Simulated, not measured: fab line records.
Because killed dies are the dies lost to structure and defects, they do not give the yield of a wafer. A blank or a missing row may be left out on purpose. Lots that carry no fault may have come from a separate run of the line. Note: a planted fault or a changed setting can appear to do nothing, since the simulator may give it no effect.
Code-filled problem report in 8D (eight disciplines) form -- flow berkeleyCmos170 -- the parts of the form that need people (team, actions taken, sign-off) are left out

1. PROBLEM STATEMENT
stripTimeToEndpointS at UCB170_V2_STRIP_15 reads a mean of 17.87 s on 3 wafers of 1 lot; wafers without a fault read 15.36 s with a standard deviation of 0.12. That is +21 standard deviations from the usual mean.
The step: strips in O2.
The first sign was on wafer L658.1 at day 11 20:41, on plasmaAsher-02. At this step, 39 wafers from 13 lots have a number in the record. Rule for "out", or "out of limits": more than 4 standard deviations from the usual mean. The rest of the wafers with a number are treated as sound.

2. WHAT IT IS; WHAT IT IS NOT
question,is,is not
which readings at this step,stripTimeToEndpointS,"drypumpMotorCurrentA, oesProductAu"
which lots,L658,"L640, L641, L643, L644, L645, L646, L648, L649, L650, L651, L653, L662"
which wafers of those lots,all that have a number,-
read on which tools,plasmaAsher-02,"plasmaAsher-01, plasmaAsher-04"
when,from day 11 20:41,up to then (33 sound wafers); but 3 sound wafers of L662 came after

3. WHAT RULES OUT EACH SUSPECT
Counting: a tool at a process step up to the reading stays a suspect if it ran every lot that is out and no sound lot after the first of them.
- pvdSputter-04 at UCB170_M2_SPUTTER_01 (material Al, target thk 900 nm, time 120 s): ruled out as a lasting fault. Following L658 (day 11 15:18), the first lot on it that is out, the sound lots L662 were run on it.
- lithoTrack-01 at UCB170_V2_COAT_07 (resist thk 900 nm): kept. It ran the lot that is out, L658 (day 11 19:25), and no sound lot after that; its last sound lot up to then is L646 (day 9 14:41).
- plasmaAsher-02 at UCB170_V2_STRIP_15 (strips in O2): kept. It ran the lot that is out, L658 (day 11 20:41), and no sound lot after that; its last sound lot up to then is L653 (day 10 15:26). Its own readings are out on those wafers: stripTimeToEndpointS.
After counting, lithoTrack-01 at UCB170_V2_COAT_07 and plasmaAsher-02 at UCB170_V2_STRIP_15 remain.

4. THE CAUSE (what the simulator had put in)
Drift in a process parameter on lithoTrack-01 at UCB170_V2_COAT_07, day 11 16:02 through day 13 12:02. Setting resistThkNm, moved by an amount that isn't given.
After counting, 2 suspects remain, this tool included.

5. THE CHAIN OF EFFECTS, in route order
Rows list readings where the struck wafers' mean (over those with a number) sits beyond 3 standard deviations from the usual. Only readings whose record carries a usual standard deviation are examined. hours: median over the lots of the time between each lot's start at the first step of this table that gives one and its start at this step. sigmas: the change, counted in usual standard deviations.
hours,step,reading,usual,on struck wafers,change,sigmas
0,UCB170_V2_STRIP_15,stripTimeToEndpointS,15.36 s,17.87,+2.51,+21
Here are the process steps it includes:
- UCB170_V2_STRIP_15: strips in O2.

6. WHAT WOULD HAVE CAUGHT IT SOONER
5 hours passed between the start of the fault at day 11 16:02 and the first reading out of limits in this record, taken at day 11 20:41.
By day 11 20:41 the whole set of lots that are out, 1 in number, had already begun UCB170_V2_COAT_07 on lithoTrack-01. Holding the tool at that point would not have protected any of them.
